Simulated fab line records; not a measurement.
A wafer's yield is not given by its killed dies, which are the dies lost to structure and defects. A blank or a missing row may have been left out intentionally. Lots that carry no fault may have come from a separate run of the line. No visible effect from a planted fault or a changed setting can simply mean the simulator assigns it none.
One fault through the eyes of 2 desks | flow berkeley_cmos170 | every desk sees just its own numbers, and what lay behind them comes last

TOOL OWNER'S DESK, rie_metal-03
The tool's own readings at UCB170_M2_METAL_ETCH_18 (etches Al in Cl2/BCl3, stops on SiO2, target depth 1170 nm, time 195 s): means of the sampled wafers that have a number, for each lot that ran on this tool. Marked OUT: a lot whose mean sits more than 4 standard deviations from the usual mean, which makes it out of limits; the brackets give that distance.
Columns: A = bcl3_flow_sccm at UCB170_M2_METAL_ETCH_18, usual 44.99 sccm; B = drypump_motor_current_A at UCB170_M2_METAL_ETCH_18, usual 5.5 A; C = oes_product_au at UCB170_M2_METAL_ETCH_18, usual 0.856 a.u.; D = run_length_s at UCB170_M2_METAL_ETCH_18, usual 223.0 s; E = throttle_valve_pct at UCB170_M2_METAL_ETCH_18, usual 24.43 %
lot  | first seen here | A     | B   | C                | D                       | E
L710 | day 9 11:52     | 45.06 | 5.2 | 0.848            | 222.9                   | 24.42
L717 | day 11 05:32    | 44.98 | 5.8 | 1.004 (+9.9) OUT | 143.2 (-99 or more) OUT | 24.71
L720 | day 12 04:36    | 45.09 | 5.2 | 0.887            | 196.0 (-82) OUT         | 24.41
This desk's verdict: out of limits on L717, L720, starting with L717 at day 11 05:32 (oes_product_au at UCB170_M2_METAL_ETCH_18). In limits: L710.

FROM THE METROLOGY DESK
Means of the sampled wafers that have a number, per lot and without regard to the tool the lot ran on: this is what the gauges read. Marked OUT: a lot whose mean sits more than 4 standard deviations from the usual mean, which makes it out of limits; the brackets give that distance.
Columns: A = cd_nm at UCB170_M2_CD_MEAS_90, usual 702 nm
lot  | first seen here | A
L710 | day 9 12:10     | 702
L709 | day 9 13:44     | 699
L711 | day 9 15:08     | 701
L716 | day 11 05:16    | 704
L717 | day 11 05:49    | 723 (+5.7) OUT
L723 | day 12 04:32    | 703
L720 | day 12 04:56    | 708
L721 | day 12 05:02    | 702
L725 | day 12 11:36    | 699
L726 | day 12 23:23    | 700
L730 | day 13 06:03    | 700
L728 | day 13 07:50    | 700
L729 | day 13 08:11    | 705
L731 | day 14 04:25    | 703
This desk's verdict: out of limits on L717, starting with L717 at day 11 05:49 (cd_nm at UCB170_M2_CD_MEAS_90). In limits: L710, L709, L711, L716, L723, L720, L721, L725, L726, L730, L728, L729, L731.

ALL TOGETHER
On L717, L720, at day 11 05:32, an alarm was possible from the tool owner's desk.
The metrology desk could have raised an alarm at day 11 05:49, on L717.
The metrology desk has L720 on record, within its limits.
On rie_metal-03, each named lot ran UCB170_M2_METAL_ETCH_18.

WHAT THE SIMULATOR HAD INSERTED
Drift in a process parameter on rie_metal-03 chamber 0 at UCB170_M2_METAL_ETCH_18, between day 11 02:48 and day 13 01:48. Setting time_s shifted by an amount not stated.
Struck lots among those shown: L717, L720.
Hours from the fault's start to each desk's first reading out of limits: the tool owner's desk, 3; the metrology desk, 3.
